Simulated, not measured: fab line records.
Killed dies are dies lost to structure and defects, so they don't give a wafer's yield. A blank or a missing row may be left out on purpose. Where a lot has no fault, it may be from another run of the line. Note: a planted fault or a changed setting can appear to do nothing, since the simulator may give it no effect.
Lot-split experiment / flow rit_cmos / 23 wafers read from 5 lots, route of 202 steps

## ON THE SPLIT
At RIT_PSD_COAT_01 (resist thk 1000 nm), the setting resist_thk_nm was moved away from the recipe's 1000 nm on 8 of the 23 wafers read, by -2.6% to +5.7%. For the rest of the wafers, this setting stayed at what the recipe calls for.

## FROM THE SPLIT TO THE READING: what the file shows between them, 3 steps
- RIT_PSD_SOFTBAKE_02: time 60 s
- RIT_PSD_EXPOSE_03: exposes mask M10, target cd 40900 nm
- RIT_PSD_DEVELOP_05: develop time 50 s

## THE READING
NOVOLAK_of_PSD_COAT_01.thk_nm (the simulator's own value, which no gauge read), in nm, at RIT_PSD_HARDBAKE_07 (time 60 s). The file does not state a usual value for it. Average 882.2 nm, standard deviation 2.1 nm, over the 15 wafers here run with the recipe.

wafer=L075.2; tool, chamber at the split=litho_track-01, 0; resist_thk_nm as run, nm=1000; against the recipe=recipe; NOVOLAK_of_PSD_COAT_01.thk_nm, nm=882.5; against lot-mates on the recipe=-
wafer=L075.3; tool, chamber at the split=litho_track-01, 0; resist_thk_nm as run, nm=1000; against the recipe=recipe; NOVOLAK_of_PSD_COAT_01.thk_nm, nm=879.9; against lot-mates on the recipe=-
wafer=L075.4; tool, chamber at the split=litho_track-01, 0; resist_thk_nm as run, nm=1031; against the recipe=+3.1%; NOVOLAK_of_PSD_COAT_01.thk_nm, nm=907.2; against lot-mates on the recipe=+25.5
wafer=L075.5; tool, chamber at the split=litho_track-01, 0; resist_thk_nm as run, nm=1031; against the recipe=+3.1%; NOVOLAK_of_PSD_COAT_01.thk_nm, nm=908.7; against lot-mates on the recipe=+27.0
wafer=L075.6; tool, chamber at the split=litho_track-01, 0; resist_thk_nm as run, nm=1000; against the recipe=recipe; NOVOLAK_of_PSD_COAT_01.thk_nm, nm=882.8; against lot-mates on the recipe=-
wafer=L076.1; tool, chamber at the split=litho_track-01, 0; resist_thk_nm as run, nm=1057; against the recipe=+5.7%; NOVOLAK_of_PSD_COAT_01.thk_nm, nm=931.3; against lot-mates on the recipe=+51.3
wafer=L076.2; tool, chamber at the split=litho_track-01, 0; resist_thk_nm as run, nm=1000; against the recipe=recipe; NOVOLAK_of_PSD_COAT_01.thk_nm, nm=881.1; against lot-mates on the recipe=-
wafer=L076.3; tool, chamber at the split=litho_track-01, 0; resist_thk_nm as run, nm=1000; against the recipe=recipe; NOVOLAK_of_PSD_COAT_01.thk_nm, nm=880.3; against lot-mates on the recipe=-
wafer=L076.5; tool, chamber at the split=litho_track-01, 0; resist_thk_nm as run, nm=1057; against the recipe=+5.7%; NOVOLAK_of_PSD_COAT_01.thk_nm, nm=930.4; against lot-mates on the recipe=+50.4
wafer=L076.6; tool, chamber at the split=litho_track-01, 0; resist_thk_nm as run, nm=1000; against the recipe=recipe; NOVOLAK_of_PSD_COAT_01.thk_nm, nm=878.7; against lot-mates on the recipe=-
wafer=L078.1; tool, chamber at the split=litho_track-04, 0; resist_thk_nm as run, nm=1000; against the recipe=recipe; NOVOLAK_of_PSD_COAT_01.thk_nm, nm=885.4; against lot-mates on the recipe=-
wafer=L078.2; tool, chamber at the split=litho_track-04, 0; resist_thk_nm as run, nm=984.7; against the recipe=-1.5%; NOVOLAK_of_PSD_COAT_01.thk_nm, nm=870; against lot-mates on the recipe=-14.1
wafer=L078.3; tool, chamber at the split=litho_track-04, 0; resist_thk_nm as run, nm=984.7; against the recipe=-1.5%; NOVOLAK_of_PSD_COAT_01.thk_nm, nm=870.2; against lot-mates on the recipe=-13.9
wafer=L078.5; tool, chamber at the split=litho_track-04, 0; resist_thk_nm as run, nm=1000; against the recipe=recipe; NOVOLAK_of_PSD_COAT_01.thk_nm, nm=883.2; against lot-mates on the recipe=-
wafer=L078.6; tool, chamber at the split=litho_track-04, 0; resist_thk_nm as run, nm=1000; against the recipe=recipe; NOVOLAK_of_PSD_COAT_01.thk_nm, nm=883.7; against lot-mates on the recipe=-
wafer=L083.3; tool, chamber at the split=litho_track-01, 0; resist_thk_nm as run, nm=1000; against the recipe=recipe; NOVOLAK_of_PSD_COAT_01.thk_nm, nm=883.6; against lot-mates on the recipe=-
wafer=L083.4; tool, chamber at the split=litho_track-01, 0; resist_thk_nm as run, nm=1000; against the recipe=recipe; NOVOLAK_of_PSD_COAT_01.thk_nm, nm=884.8; against lot-mates on the recipe=-
wafer=L083.5; tool, chamber at the split=litho_track-01, 0; resist_thk_nm as run, nm=1000; against the recipe=recipe; NOVOLAK_of_PSD_COAT_01.thk_nm, nm=884.8; against lot-mates on the recipe=-
wafer=L085.1; tool, chamber at the split=litho_track-03, 0; resist_thk_nm as run, nm=1000; against the recipe=recipe; NOVOLAK_of_PSD_COAT_01.thk_nm, nm=879.1; against lot-mates on the recipe=-
wafer=L085.2; tool, chamber at the split=litho_track-03, 0; resist_thk_nm as run, nm=974; against the recipe=-2.6%; NOVOLAK_of_PSD_COAT_01.thk_nm, nm=857.4; against lot-mates on the recipe=-23.1
wafer=L085.3; tool, chamber at the split=litho_track-03, 0; resist_thk_nm as run, nm=1000; against the recipe=recipe; NOVOLAK_of_PSD_COAT_01.thk_nm, nm=882; against lot-mates on the recipe=-
wafer=L085.4; tool, chamber at the split=litho_track-03, 0; resist_thk_nm as run, nm=974; against the recipe=-2.6%; NOVOLAK_of_PSD_COAT_01.thk_nm, nm=857.1; against lot-mates on the recipe=-23.4
wafer=L085.6; tool, chamber at the split=litho_track-03, 0; resist_thk_nm as run, nm=1000; against the recipe=recipe; NOVOLAK_of_PSD_COAT_01.thk_nm, nm=880.4; against lot-mates on the recipe=-

THE FIT
A straight line over all 23 wafers: NOVOLAK_of_PSD_COAT_01.thk_nm changes by +8.63 nm for each +1% of resist_thk_nm; r = +0.99; the points scatter about the line by 2 nm.
The same after taking each lot's own level away (the mean of its wafers on the recipe; 23 wafers): +8.86 nm for each +1%; r = +1.00; scatter 1 nm.
The reading moves by 50 nm for the largest change in resist_thk_nm, on that fit.
From 880.03 to 884.40 nm: that is the span of the lots' own levels, equal to 2.1 times the standard deviation above.
Consequently the slope shifts little with the lot-to-lot level, the two slopes agreeing.
Check: for one of the wafers moved furthest among these (+5.7%), held out of the fit, the line's prediction against its lot-mates is +49.9 nm. Against them it came out at +51.3 nm.

## OTHER SPLITS ON THESE WAFERS
Before the reading, these wafers also passed through other splits. Each is held against what the fit with the lots' levels taken away leaves over:
other split on the same wafers=RIT_NLDD_COAT_01 spin_rpm; wafers away from the commonest value=6; r with NOVOLAK_of_PSD_COAT_01.thk_nm (lot level and that fit taken away)=-0.22
other split on the same wafers=RIT_NLDD_IMPLANT_08 energy_kev; wafers away from the commonest value=6; r with NOVOLAK_of_PSD_COAT_01.thk_nm (lot level and that fit taken away)=-0.14
other split on the same wafers=RIT_SPACER_CVD_03 sih2cl2_flow_sccm; wafers away from the commonest value=15; r with NOVOLAK_of_PSD_COAT_01.thk_nm (lot level and that fit taken away)=-0.09

## THE WHOLE CHAIN: every reading that the file lists as answering this split, in the file's order
step=RIT_PSD_COAT_01; what it does=resist thk 1000 nm; reading=NOVOLAK_of_PSD_COAT_01.thk_nm (the simulator's own value, which no gauge read); change (the file's fit)=+10.1 nm for each +1% of the setting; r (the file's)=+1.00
step=RIT_PSD_HARDBAKE_07; what it does=time 60 s; reading=NOVOLAK_of_PSD_COAT_01.thk_nm (the simulator's own value, which no gauge read); change (the file's fit)=+8.84 nm for each +1% of the setting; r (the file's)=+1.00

## THE FILE'S OWN FIT
NOVOLAK_of_PSD_COAT_01.thk_nm changes by +8.84 nm for each +1% of resist_thk_nm, r = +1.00.
